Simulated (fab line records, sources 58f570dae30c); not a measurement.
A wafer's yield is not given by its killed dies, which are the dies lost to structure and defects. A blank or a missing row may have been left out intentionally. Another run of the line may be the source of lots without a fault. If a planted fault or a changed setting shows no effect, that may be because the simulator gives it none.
One fault through the eyes of 2 desks :: flow berkeley-cmos170 :: each desk has only its own numbers; what lay behind them comes last

METROLOGY DESK
What the gauges read, lot by lot, whatever tool the lot ran on: means of the sampled wafers that have a number. Marked OUT: a lot whose mean sits more than 4 standard deviations from the usual mean, which makes it out of limits; the brackets give that distance.
Columns: A = PFIELD_TW at UCB170_PFIELD_TW_MEAS_09, usual 600.6; B = PVT_OVL at UCB170_PVT_OVL_MEAS_06, usual -3 nm; C = cd-nm at UCB170_GATE_CD_MEAS_90, usual 350.8 nm
lot: L178
first seen here: day 4 10:37
A: 600.8
B: 1
C: 350.8

lot: L177
first seen here: day 4 11:01
A: 601.4
B: -12
C: 350.8

lot: L179
first seen here: day 5 03:29
A: 597.7
B: 0
C: 352.9

lot: L180
first seen here: day 5 04:37
A: 599.1
B: -5
C: 350.2

lot: L181
first seen here: day 5 13:05
A: 601.4
B: 6
C: 350.0

lot: L184
first seen here: day 5 18:30
A: 599.0
B: -2
C: 351.3

lot: L185
first seen here: day 5 18:48
A: 601.9
B: 1
C: 352.0

lot: L186
first seen here: day 6 21:59
A: 604.4
B: -8
C: 351.4

lot: L188
first seen here: day 6 22:35
A: 603.4
B: 6
C: 349.9

lot: L190
first seen here: day 7 03:34
A: 598.9
B: -10
C: 352.1

lot: L195
first seen here: day 7 22:08
A: 601.1
B: -5
C: 345.8

lot: L196
first seen here: day 8 17:59
A: 593.2
B: -9
C: 345.0

lot: L200
first seen here: day 8 22:05
A: 599.4
B: -3
C: 350.0

lot: L198
first seen here: day 8 22:20
A: 599.5
B: -2
C: 350.2
This desk's finding: nothing out of limits on any of the 14 lots.

TOOL OWNER'S DESK, rie-diel-04
The tool's own readings at UCB170_GATE_ETCH_14 (etches BARC in N2/H2): means of the sampled wafers that have a number, for each lot that ran on this tool. Marked OUT: a lot whose mean sits more than 4 standard deviations from the usual mean, which makes it out of limits; the brackets give that distance.
Columns: A = drypump-motor-current-A at UCB170_GATE_ETCH_14, usual 5.7 A; B = oes-product-au at UCB170_GATE_ETCH_14, usual 0.996 a.u.; C = throttle-valve-pct at UCB170_GATE_ETCH_14, usual 13.34 %
lot: L178
first seen here: day 6 08:29
A: 5.2
B: 1.002
C: 13.34

lot: L184
first seen here: day 7 10:01
A: 5.0
B: 0.992
C: 13.34

lot: L186
first seen here: day 8 11:38
A: 5.9
B: 1.025
C: 13.23

lot: L190
first seen here: day 8 16:17
A: 5.3
B: 1.020
C: 13.31

lot: L195
first seen here: day 10 00:06
A: 5.7
B: 1.237 (+13) OUT
C: 13.27

lot: L196
first seen here: day 11 00:48
A: 5.2
B: 1.205 (+12) OUT
C: 13.36
This desk finds L195, L196 out of limits, L195 being first, at day 10 00:06 (oes-product-au at UCB170_GATE_ETCH_14). Within limits: L178, L184, L186, L190.

ALL TOGETHER
The tool owner's desk had the chance to raise an alarm at day 10 00:06 on L195, L196.
Metrology desk: nothing out of limits seen.
The metrology desk has L195, L196 on record, within its limits.
On rie-diel-04, each named lot ran UCB170_GATE_ETCH_14.

WHAT THE SIMULATOR HAD PUT IN
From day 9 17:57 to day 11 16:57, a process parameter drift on rie-diel-04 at UCB170_GATE_ETCH_14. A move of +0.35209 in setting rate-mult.
Struck lots among those shown: L195, L196.
Each desk's first reading out of limits, in hours after the fault started: the tool owner's desk, 6.
